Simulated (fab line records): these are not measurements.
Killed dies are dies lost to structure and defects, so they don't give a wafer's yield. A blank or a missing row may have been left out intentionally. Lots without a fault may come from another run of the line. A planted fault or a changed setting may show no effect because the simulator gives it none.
Problem report, 8D (eight disciplines) form, completed by code    flow berkeley_cmos170    the parts of the form that need people (team, actions taken, sign-off) are left out

## 1. PROBLEM STATEMENT
M3_AL_RS at UCB170_M3_RS_MEAS_02 reads a mean of 0.0728 ohm/sq on 1 wafer of 1 lot; wafers without a fault read 0.0320 ohm/sq with a standard deviation of 0.00031. So: +99 or more standard deviations from the usual mean.
The step: measures by four-point-probe.
Seen first at day 12 01:17 on film_metro-01, wafer L588.3. The record holds 39 wafers of 13 lots with a number at this step. Rule for "out" (also "out of limits"): further than 4 standard deviations from the usual mean. Any other wafer with a number is counted as sound.

## 2. WHAT IT IS, WHAT IT ISN'T
question                     is                 is not
which readings at this step  M3_AL_RS           -
which lots                   L588               L567, L568, L569, L570, L571, L572, L573, L575, L578, L579, L584, L590
which wafers of those lots   L588.3             L588.1, L588.6
read on which gauges         film_metro-01      film_metro-03, film_metro-04
when                         from day 12 01:17  up to then (35 sound wafers); but 3 sound wafers of L590 came after

## 3. SUSPECTS, AND WHAT RULES EACH OUT
Counting: any tool at a process step up to the reading remains a suspect provided it ran every lot that is out. Sound lots after the first of them don't rule it out here, since some wafers of a struck lot are sound.
- ruled out: the gauge at UCB170_M3_RS_MEAS_02. All the wafers that are out were read on film_metro-01, but those of them that UCB170_M3_SPUTTER_01 has rows for are out there too, on other tools.
- pvd_sputter-02 at UCB170_M3_SPUTTER_01 (material Al, target thk 900 nm, time 120 s): kept. It ran the lot that is out, L588 (day 12 01:13); its last sound lot up to then is L579 (day 10 02:16). Out on those wafers are its own readings of cathode_dc_power_W.
Remaining after the count: pvd_sputter-02 at UCB170_M3_SPUTTER_01.

## 4. THE CAUSE (what the simulator had put in)
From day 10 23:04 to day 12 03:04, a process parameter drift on pvd_sputter-02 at UCB170_M3_SPUTTER_01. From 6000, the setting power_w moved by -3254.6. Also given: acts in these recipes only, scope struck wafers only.
The count eliminated every tool but this one.

## 5. THE CHAIN OF EFFECTS, in route order
One row per reading whose mean, taken over the struck wafers that have a number, lies over 3 standard deviations from the usual. Readings are gone through only where the record gives a usual standard deviation; hours: the median, over the lots, of the time from a lot's start at the first step in this table giving one to that lot's start at this step; sigmas: the change measured in usual standard deviations.
hours  step                     reading             usual          on struck wafers  change   sigmas
0      UCB170_M3_SPUTTER_01     cathode_dc_power_W  6000.1 W       2744.7            -3255.4  -99 or more
0      UCB170_M3_RS_MEAS_02     M3_AL_RS            0.0320 ohm/sq  0.0728            +0.0408  +99 or more
0      UCB170_M3_THK_MEAS_03    M3_AL_THK           900 nm         403               -497     -58
4      UCB170_M3_METAL_ETCH_18  oes_product_au      0.856 a.u.     0.603             -0.253   -25
Process steps it contains:
- UCB170_M3_SPUTTER_01: material Al, target thk 900 nm, time 120 s.
- UCB170_M3_METAL_ETCH_18: etches Al in Cl2/BCl3, stops on SiO2, target depth 1170 nm, time 195 s.

## 6. WHAT WOULD HAVE CAUGHT IT SOONER
In this record the first reading out of limits at a measuring or inspecting step was taken at day 12 01:17, 26 hours after the fault began at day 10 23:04.
Tool's own readings at UCB170_M3_SPUTTER_01, cathode_dc_power_W: out on all struck wafers the step has rows for; an alarm limit on them would have tripped on the first.
By day 12 01:17 the whole set of lots that are out, 1 in number, had already begun UCB170_M3_SPUTTER_01 on pvd_sputter-02. Holding the tool at that point would not have protected any of them.
